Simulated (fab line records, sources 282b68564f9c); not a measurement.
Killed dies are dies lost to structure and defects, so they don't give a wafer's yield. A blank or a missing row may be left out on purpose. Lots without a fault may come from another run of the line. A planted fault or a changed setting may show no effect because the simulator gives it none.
One fault seen from 2 desks | flow rit_cmos | each desk has only its own numbers; what lay behind them comes last

THE METROLOGY DESK
What the gauges read, lot by lot, whatever tool the lot ran on: means of the sampled wafers that have a number. A lot is out of limits, marked OUT, if its mean lies more than 4 standard deviations from the usual mean; the brackets give that distance.
Columns: A = PLDD_TW at RIT_PLDD_TW_MEAS_10, usual 2365; B = PLDD_RS at RIT_SDANNEAL_RS_MEAS_06, usual 178.5 ohm/sq
lot  | first seen here | A              | B
L139 | day 2 21:50     | 2396           | 178.3
L140 | day 3 04:30     | 2365           | 178.5
L142 | day 3 14:23     | 2345           | 178.1
L143 | day 3 20:21     | 2346           | 178.6
L145 | day 4 07:05     | 2393           | 179.1
L147 | day 4 19:48     | 2357           | 177.8
L148 | day 5 01:42     | 2390           | 178.1
L149 | day 5 05:13     | 2345           | 178.6
L152 | day 5 22:17     | 2403           | 178.5
L156 | day 6 13:56     | 2407           | 178.7
L157 | day 6 18:15     | 2706 (+13) OUT | 152.9 (-52) OUT
L158 | day 7 00:25     | 2708 (+13) OUT | 153.1 (-52) OUT
L161 | day 7 14:14     | 2353           | 177.8
L162 | day 7 16:43     | 2341           | 178.5
This desk's finding: out of limits on L157, L158; first on L157, day 6 18:15 (PLDD_TW at RIT_PLDD_TW_MEAS_10). In limits: L139, L140, L142, L143, L145, L147, L148, L149, L152, L156, L161, L162.

THE TOOL OWNER'S DESK: implanter-02
The tool's own readings at RIT_PLDD_IMPLANT_08: means of the sampled wafers that have a number, for each lot that ran on this tool. A lot is out of limits, marked OUT, if its mean lies more than 4 standard deviations from the usual mean; the brackets give that distance.
Columns: A = beam_energy_keV at RIT_PLDD_IMPLANT_08, usual 19.999; B = beam_on_s at RIT_PLDD_IMPLANT_08, usual 10.00 s; C = dose_ions_cm2 at RIT_PLDD_IMPLANT_08, usual 9.001e+14; D = end_station_pressure_torr at RIT_PLDD_IMPLANT_08, usual 7.3e-06 Torr; E = faraday_current_uA at RIT_PLDD_IMPLANT_08, usual 2822
lot  | first seen here | A      | B     | C                           | D                  | E
L142 | day 3 14:05     | 20.001 | 10.03 | 9.002e+14                   | 7.1e-06            | 2819
L149 | day 5 04:53     | 20.001 | 10.06 | 8.997e+14                   | 7.2e-06            | 2795
L152 | day 5 21:58     | 20.007 | 10.08 | 8.991e+14                   | 7.4e-06            | 2792
L156 | day 6 13:36     | 19.999 | 10.03 | 8.994e+14                   | 7.4e-06            | 2813
L157 | day 6 17:56     | 19.999 | 10.02 | 1.709e+15 (+99 or more) OUT | 9.1e-06 (+4.4) OUT | 5305 (+52) OUT
L158 | day 7 00:06     | 19.995 | 9.98  | 1.710e+15 (+99 or more) OUT | 9.1e-06 (+4.4) OUT | 5330 (+52) OUT
This desk's finding: out of limits on L157, L158; first on L157, day 6 17:56 (dose_ions_cm2 at RIT_PLDD_IMPLANT_08). In limits: L142, L149, L152, L156.

PUT TOGETHER
The tool owner's desk could have raised an alarm at day 6 17:56, on L157, L158.
The metrology desk could have raised an alarm at day 6 18:15, on L157, L158.
Of the lots named, all ran RIT_PLDD_IMPLANT_08 on implanter-02.

WHAT THE SIMULATOR HAD PUT IN
Process parameter drift: implanter-02, from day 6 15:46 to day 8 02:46, at RIT_PLDD_IMPLANT_08. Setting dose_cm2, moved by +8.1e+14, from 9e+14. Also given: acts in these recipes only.
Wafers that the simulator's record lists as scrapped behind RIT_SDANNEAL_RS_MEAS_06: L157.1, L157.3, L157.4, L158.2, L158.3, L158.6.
Lots struck among those shown: L157, L158.
Hours from the fault's start to each desk's first reading out of limits: the tool owner's desk, 2; the metrology desk, 2.
